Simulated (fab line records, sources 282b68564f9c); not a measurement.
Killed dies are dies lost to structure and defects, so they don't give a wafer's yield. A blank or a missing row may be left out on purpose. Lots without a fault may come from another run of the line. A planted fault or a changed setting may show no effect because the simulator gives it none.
Split-lot experiment | flow rit_cmos | 5 lots, 23 wafers read, on a route of 202 steps

THE SPLIT
At RIT_PRETRO_IMPLANT_08, the setting dose_cm2 was moved away from the recipe's 1.2e+13 on 10 of the 23 wafers read, by -5.3% to +7.4%. The other wafers ran this setting at the recipe's value.

FROM THE SPLIT TO THE READING: what the file shows between them, 1 step
- RIT_PRETRO_STRIP_09: strips in O2, time 180 s

THE READING
PRETRO_TW, at RIT_PRETRO_TW_MEAS_10. Fault-free wafers of this fab line usually give 474, standard deviation 3.1.

wafer  | tool, chamber at the split | dose_cm2 as run | against the recipe | PRETRO_TW | against lot-mates on the recipe
L074.1 | implanter-02, 0            | 1.136e+13       | -5.3%              | 466       | -6
L074.2 | implanter-02, 0            | 1.2e+13         | recipe             | 473       | -
L074.3 | implanter-02, 0            | 1.2e+13         | recipe             | 470       | -
L074.5 | implanter-02, 0            | 1.136e+13       | -5.3%              | 467       | -4
L074.6 | implanter-02, 0            | 1.136e+13       | -5.3%              | 465       | -6
L076.1 | implanter-02, 0            | 1.2e+13         | recipe             | 476       | -
L076.2 | implanter-02, 0            | 1.145e+13       | -4.6%              | 468       | -7
L076.3 | implanter-02, 0            | 1.145e+13       | -4.6%              | 467       | -8
L076.4 | implanter-02, 0            | 1.2e+13         | recipe             | 474       | -
L076.6 | implanter-02, 0            | 1.2e+13         | recipe             | 474       | -
L080.1 | implanter-04, 0            | 1.2e+13         | recipe             | 470       | -
L080.2 | implanter-04, 0            | 1.2e+13         | recipe             | 466       | -
L080.3 | implanter-04, 0            | 1.284e+13       | +7.0%              | 476       | +7
L080.5 | implanter-04, 0            | 1.2e+13         | recipe             | 470       | -
L080.6 | implanter-04, 0            | 1.284e+13       | +7.0%              | 478       | +9
L084.1 | implanter-02, 0            | 1.289e+13       | +7.4%              | 487       | +12
L084.3 | implanter-02, 0            | 1.2e+13         | recipe             | 475       | -
L084.4 | implanter-02, 0            | 1.289e+13       | +7.4%              | 486       | +10
L084.5 | implanter-02, 0            | 1.289e+13       | +7.4%              | 486       | +10
L084.6 | implanter-02, 0            | 1.2e+13         | recipe             | 476       | -
L085.2 | implanter-02, 0            | 1.2e+13         | recipe             | 476       | -
L085.4 | implanter-02, 0            | 1.2e+13         | recipe             | 474       | -
L085.6 | implanter-02, 0            | 1.2e+13         | recipe             | 476       | -

THE FIT
A straight line over all 23 wafers: PRETRO_TW changes by +1.32 for each +1% of dose_cm2; r = +0.87; the points scatter about the line by 3.2.
The same after taking each lot's own level away (the mean of its wafers on the recipe; 23 wafers): +1.31 for each +1%; r = +0.97; scatter 1.4.
On that fit, the largest move of dose_cm2 shifts the reading by 9.7.
The lots' own levels span 468.7 to 475.5, that is 2.2 times the standard deviation above.
So the lot-to-lot level changes the slope little: the two slopes agree.
Check: with one of the wafers moved furthest among these (+7.4%) left out of the fit, the line predicts +9.51 for it against its lot-mates. It came out at +11.5 against them.

OTHER SPLITS ON THESE WAFERS
These wafers also went through other splits before the reading. Each is held against what the fit with the lots' levels taken away leaves over:
other split on the same wafers  | wafers away from the commonest value | r with PRETRO_TW (lot level and that fit taken away)
RIT_NWELL_COAT_01 resist_thk_nm | 8                                    | -0.27
RIT_NWELL_IMPLANT_08 dose_cm2   | 12                                   | -0.03
RIT_PWELL_IMPLANT_08 energy_kev | 12                                   | +0.03
RIT_NRETRO_COAT_01 spin_rpm     | 7                                    | -0.08
RIT_PRETRO_COAT_01 spin_rpm     | 9                                    | +0.32

THE FILE'S OWN FIT
PRETRO_TW changes by +1.32 for each +1% of dose_cm2, r = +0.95.
